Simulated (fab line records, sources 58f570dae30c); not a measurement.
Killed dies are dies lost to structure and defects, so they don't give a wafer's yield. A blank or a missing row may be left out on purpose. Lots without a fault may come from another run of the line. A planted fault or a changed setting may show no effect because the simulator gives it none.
Problem report in the 8D (eight disciplines) form, filled by code | flow berkeley_cmos170 | the parts of the form that need people (team, actions taken, sign-off) are left out

1. THE PROBLEM
run_length_s at UCB170_GATE_ETCH_15 reads a mean of 90.3 s on 2 wafers of 2 lots; wafers without a fault read 84.7 s with a standard deviation of 0.54. That is +10 standard deviations from the usual mean.
The step: etches poly-Si in HBr/Cl2, stops on SiO2, time 56.3 s, target depth 278.2 nm.
First seen on wafer L492.6, day 10 08:28, on rie_si-01. The record holds 18 wafers of 6 lots with a number at this step. Rule for "out", or "out of limits": more than 4 standard deviations from the usual mean. The other wafers with a number count as sound.

2. WHAT IT IS AND WHAT IT IS NOT
question                    | is                | is not
which readings at this step | run_length_s      | drypump_motor_current_A, mfc_cl2_sccm, throttle_valve_pct
which lots                  | L492, L494        | L489, L490, L496, L500
which wafers of those lots  | L492.6, L494.2    | L492.2, L492.3, L494.1, L494.5
read on which tools         | rie_si-01         | rie_si-02
when                        | from day 10 08:28 | up to then (8 sound wafers); but 8 sound wafers of L494, L496, L500 came after

3. SUSPECTS, AND WHAT RULES EACH OUT
Counting: a tool at a process step up to the reading stays a suspect if it ran every lot that is out. Sound lots after the first of them don't rule it out here, since some wafers of a struck lot are sound.
- rie_si-01 at UCB170_GATE_ETCH_15 (etches poly-Si in HBr/Cl2, stops on SiO2, time 56.3 s, target depth 278.2 nm): kept. It ran every lot that is out, first L492 (day 10 08:28); its last sound lot up to then is L489 (day 9 23:21). Its own readings are out on those wafers: run_length_s.
- Within rie_si-01 at UCB170_GATE_ETCH_15: the wafers that are out ran in chamber 0; their sound lot-mates ran in chambers 1, 2.
Left after counting: rie_si-01 at UCB170_GATE_ETCH_15.

4. THE CAUSE (what the simulator had put in)
Process parameter drift: rie_si-01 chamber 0, from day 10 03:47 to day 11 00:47, at UCB170_GATE_ETCH_15. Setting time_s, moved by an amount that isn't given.
Counting left only this tool.

5. THE CHAIN OF EFFECTS, in route order
Each row: a reading whose mean over the struck wafers that have a number lies more than 3 standard deviations from the usual. Only readings for which the record gives a usual standard deviation are gone through. hours: the time from each lot's start at the first step in this table that gives one to its start at this step, as a median over the lots. sigmas: the change in usual standard deviations.
hours | step                | reading        | usual      | on struck wafers | change | sigmas
0     | UCB170_GATE_ETCH_15 | oes_product_au | 0.829 a.u. | 0.784            | -0.045 | -3.7
0     | UCB170_GATE_ETCH_15 | run_length_s   | 84.7 s     | 90.3             | +5.6   | +10
The process steps in it:
- UCB170_GATE_ETCH_15: etches poly-Si in HBr/Cl2, stops on SiO2, time 56.3 s, target depth 278.2 nm.

6. WHAT WOULD HAVE CAUGHT IT SOONER
In this record the first reading out of limits was taken at day 10 08:28, 5 hours after the fault began at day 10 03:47.
